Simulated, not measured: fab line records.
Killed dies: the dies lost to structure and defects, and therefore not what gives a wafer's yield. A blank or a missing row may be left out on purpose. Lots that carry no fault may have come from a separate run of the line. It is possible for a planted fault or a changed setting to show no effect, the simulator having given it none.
Problem report in the 8D (eight disciplines) form, filled by code || flow berkeleyCmos170 || the parts of the form that need people (team, actions taken, sign-off) are left out

1. THE ISSUE
Mean M3_AL_RS at UCB170_M3_RS_MEAS_02: 0.06120 ohm/sq over 2 wafers in 2 lots; fault-free wafers: 0.03227 ohm/sq, standard deviation 0.0003. That is +96 standard deviations from the usual mean.
The step: measures by four-point-probe.
Earliest sighting: wafer L734.2 on filmMetro-04 at day 9 19:40. At this step, 42 wafers from 14 lots have a number in the record. The rule behind "out" and "out of limits": a value lying over 4 standard deviations away from the usual mean. The other wafers with a number count as sound.

2. WHAT IT IS, AND WHAT IT ISN'T
{"question": "which readings at this step", "is": "M3_AL_RS", "is not": "-"}
{"question": "which lots", "is": "L734, L736", "is not": "L728, L729, L730, L737, L741, L742, L743, L745, L747, L748, L749, L750"}
{"question": "which wafers of those lots", "is": "L734.2, L736.5", "is not": "L734.1, L734.4, L736.2, L736.3"}
{"question": "read on which gauges", "is": "filmMetro-04", "is not": "filmMetro-01, filmMetro-02"}
{"question": "when", "is": "from day 9 19:40", "is not": "up to then (11 sound wafers); but 29 sound wafers of L736, L737, L741, L742, L743, L745, L747, L748, L749, L750 came after"}

3. WHAT RULES OUT EACH SUSPECT
Counting: a tool at a process step up to the reading stays a suspect if it ran every lot that is out. Sound lots after the first of them don't rule it out here, since some wafers of a struck lot are sound.
- the gauge at UCB170_M3_RS_MEAS_02 is ruled out. All the wafers that are out were read on filmMetro-04, but those of them that UCB170_M3_METAL_ETCH_18 has rows for are out there too, on other tools.
- rieDiel-02 at UCB170_CONTACT_ETCH_17 (etches BARC in N2/H2): kept. It ran every lot that is out, first L734 (day 8 22:53).
- pvdSputter-04 at UCB170_M3_SPUTTER_01 (material Al, target thk 900 nm, time 120 s): kept. Ran every lot that is out, first one L734 (day 9 19:35); last sound lot up to then L729 (day 7 23:49).
After counting, rieDiel-02 at UCB170_CONTACT_ETCH_17 and pvdSputter-04 at UCB170_M3_SPUTTER_01 remain.

4. THE CAUSE (what the simulator had put in)
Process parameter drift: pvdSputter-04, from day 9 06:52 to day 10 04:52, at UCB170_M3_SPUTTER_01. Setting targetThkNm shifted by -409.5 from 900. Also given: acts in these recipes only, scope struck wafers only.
After counting, 2 suspects remain, this tool included.

5. THE CHAIN OF EFFECTS, in route order
Each row: a reading where the mean over the struck wafers with a number is more than 3 standard deviations away from the usual. Readings are gone through only where the record gives a usual standard deviation; hours: the median, over the lots, of the time from a lot's start at the first step in this table giving one to that lot's start at this step; sigmas: the change measured in usual standard deviations.
{"hours": 0, "step": "UCB170_M3_RS_MEAS_02", "reading": "M3_AL_RS", "usual": "0.03227 ohm/sq", "on struck wafers": 0.06120, "change": "+0.02893", "sigmas": "+96"}
{"hours": 0, "step": "UCB170_M3_THK_MEAS_03", "reading": "M3_AL_THK", "usual": "896 nm", "on struck wafers": 480, "change": -416, "sigmas": -38}
{"hours": 5, "step": "UCB170_M3_METAL_ETCH_18", "reading": "oesProductAu", "usual": "0.850 a.u.", "on struck wafers": 0.626, "change": -0.224, "sigmas": -15}
Here are the process steps it includes:
- UCB170_M3_METAL_ETCH_18: etches Al in Cl2/BCl3, stops on SiO2, target depth 1170 nm, time 195 s.

6. HOW IT WOULD HAVE BEEN CAUGHT EARLIER
Counted from the fault's start at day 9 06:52, it took 13 hours until the first out-of-limits reading at a measuring or inspecting step in this record, taken at day 9 19:40.
An alarm limit of 4 standard deviations would not have fired on the tool readings at UCB170_M3_SPUTTER_01 for which the record gives a usual standard deviation, since none of them was out on any struck wafer.
Among the 2 lots that are out, L736 began UCB170_M3_SPUTTER_01 on pvdSputter-04 after day 9 19:40. Had the tool been put on hold then, it would have been spared.
